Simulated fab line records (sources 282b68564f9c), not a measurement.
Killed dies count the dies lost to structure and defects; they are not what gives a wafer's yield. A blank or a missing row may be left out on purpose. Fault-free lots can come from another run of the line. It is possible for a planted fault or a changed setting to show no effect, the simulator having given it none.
The tool behind it: which one? | flow rit cmos | 13 lots, 39 wafers sampled, at 2 steps of a route of 202

== WHAT EACH GAUGE READ, for each wafer ==
The record holds no reading of a measuring or inspecting step that can be judged against a usual standard deviation.

== EACH LOT AND THE TOOL THAT RAN IT (in order: tool; ch and the chambers of the sampled wafers; start) ==
lot  | RIT_PLDD_STRIP_09                   | RIT_M1_PROBE_99
L673 | plasma asher-01 ch 1, day 3 00:22   | -
L674 | plasma asher-02 ch 0,1, day 3 00:37 | -
L675 | plasma asher-03 ch 0,1, day 3 08:22 | -
L676 | plasma asher-02 ch 0, day 3 11:59   | prober-02, day 4 01:39
L678 | plasma asher-01 ch 0,1, day 3 23:37 | -
L679 | plasma asher-03 ch 0, day 4 04:22   | prober-01, day 4 18:14
L680 | plasma asher-02 ch 0,1, day 4 11:40 | prober-02, day 5 01:17
L681 | plasma asher-02 ch 0,1, day 4 15:21 | prober-01, day 5 05:34
L683 | plasma asher-02 ch 0,1, day 5 05:22 | prober-01, day 5 19:00
L684 | plasma asher-02 ch 0,1, day 5 10:25 | prober-02, day 6 00:01
L685 | plasma asher-03 ch 0,1, day 5 10:44 | prober-01, day 6 02:44
L687 | plasma asher-01 ch 0,1, day 5 23:57 | -
L689 | plasma asher-01 ch 0,1, day 6 05:19 | prober-01, day 6 18:44
- RIT_PLDD_STRIP_09: strips in O2, time 180 s.
- RIT_M1_PROBE_99

== AS READ BY THE TOOLS THEMSELVES (means over the sampled wafers that have a number; for cases with no such wafer, the mark the record gives instead) ==
RIT_PLDD_STRIP_09.
lot  | tool            | drypump motor current A (A) | rf refl power W (W) | run length s (s)
L673 | plasma asher-01 | 5.5                         | 7.5                 | 208.2
L674 | plasma asher-02 | 6.1                         | 6.2                 | 208.0
L675 | plasma asher-03 | 5.4                         | 6.2                 | 208.1
L676 | plasma asher-02 | 6.4                         | 7.1                 | 208.2
L678 | plasma asher-01 | 5.4                         | 7.7                 | 208.3
L679 | plasma asher-03 | 5.5                         | 4.9                 | 207.5
L680 | plasma asher-02 | 6.1                         | 6.4                 | 208.3
L681 | plasma asher-02 | 6.1                         | 6.5                 | 208.0
L683 | plasma asher-02 | 6.1                         | 6.6                 | 208.3
L684 | plasma asher-02 | 5.8                         | 6.0                 | 207.9
L685 | plasma asher-03 | 5.5                         | 6.1                 | 208.1
L687 | plasma asher-01 | 5.5                         | 7.5                 | 208.4
L689 | plasma asher-01 | 5.4                         | 7.3                 | 72.3

RIT_M1_PROBE_99.
lot  | tool      | killed at contacts | killed at front end | killed dies | killed on rim | killed open | killed short
L676 | prober-02 | 0.0                | 5.7                 | 5.7         | 1.7           | 3.7         | 2.0
L679 | prober-01 | 0.0                | 3.0                 | 3.0         | 1.0           | 0.7         | 2.3
L680 | prober-02 | 0.0                | 6.7                 | 6.7         | 1.7           | 4.0         | 2.7
L681 | prober-01 | 0.0                | 6.3                 | 6.3         | 2.0           | 4.0         | 2.3
L683 | prober-01 | 0.0                | 5.7                 | 5.7         | 1.7           | 3.3         | 2.3
L684 | prober-02 | 0.0                | 5.3                 | 5.3         | 1.3           | 2.3         | 3.0
L685 | prober-01 | 0.3                | 8.0                 | 8.3         | 1.3           | 3.7         | 4.7
L689 | prober-01 | 0.0                | 264.0               | 264.0       | 70.0          | 3.0         | 3.3

== THE ANSWER, worked out from the rows above alone ==
Rule: what is usual is taken from the lots themselves. The widest of any qualifying gaps counts: lots, ordered by their means at a reading, are off when they make up no more than a third of the lots, leave a main group of 4 or more, and stand apart from it by 3 or more times the standard deviation of that group's means. The tables above print the reading to a certain number of digits; a main group whose means all agree to those digits is not used. Also off: a lot with no number at a reading for which 4 or more lots have one. All remaining lots with rows at the step are treated as sound. First the gauges in route order, then the tools' own readings, where a lot's mean is used as printed above. The first step at which some lot is off is used, and at that step the reading that is off furthest; a lot without a number counts as furthest.
Off: L689, at RIT_PLDD_STRIP_09 (run length s). Mean 208.1 s and standard deviation 0.23 in the main group.
If a tool, at that step or one of the process steps before it, ran each lot that is off and ran no sound lot following the first of them, it fits. One fits: RIT_PLDD_STRIP_09 on plasma asher-01. Its last sound lot is L687 (day 5 23:57), its first lot that is off L689 (day 6 05:19): a fault that began between those two fits.
On the lots that are off, the tool's own readings at RIT_PLDD_STRIP_09 differ by more than 5 times the standard deviation of the sound lots' means, which bears it out; run length s reads 72.3 s there versus 208.1 s on the sound lots.

== WHAT THE SIMULATOR HAD INSERTED ==
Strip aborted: plasma asher-01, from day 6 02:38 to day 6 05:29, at RIT_PLDD_STRIP_09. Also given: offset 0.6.
Struck lots among those shown: L689. The rule given above showed the same thing.
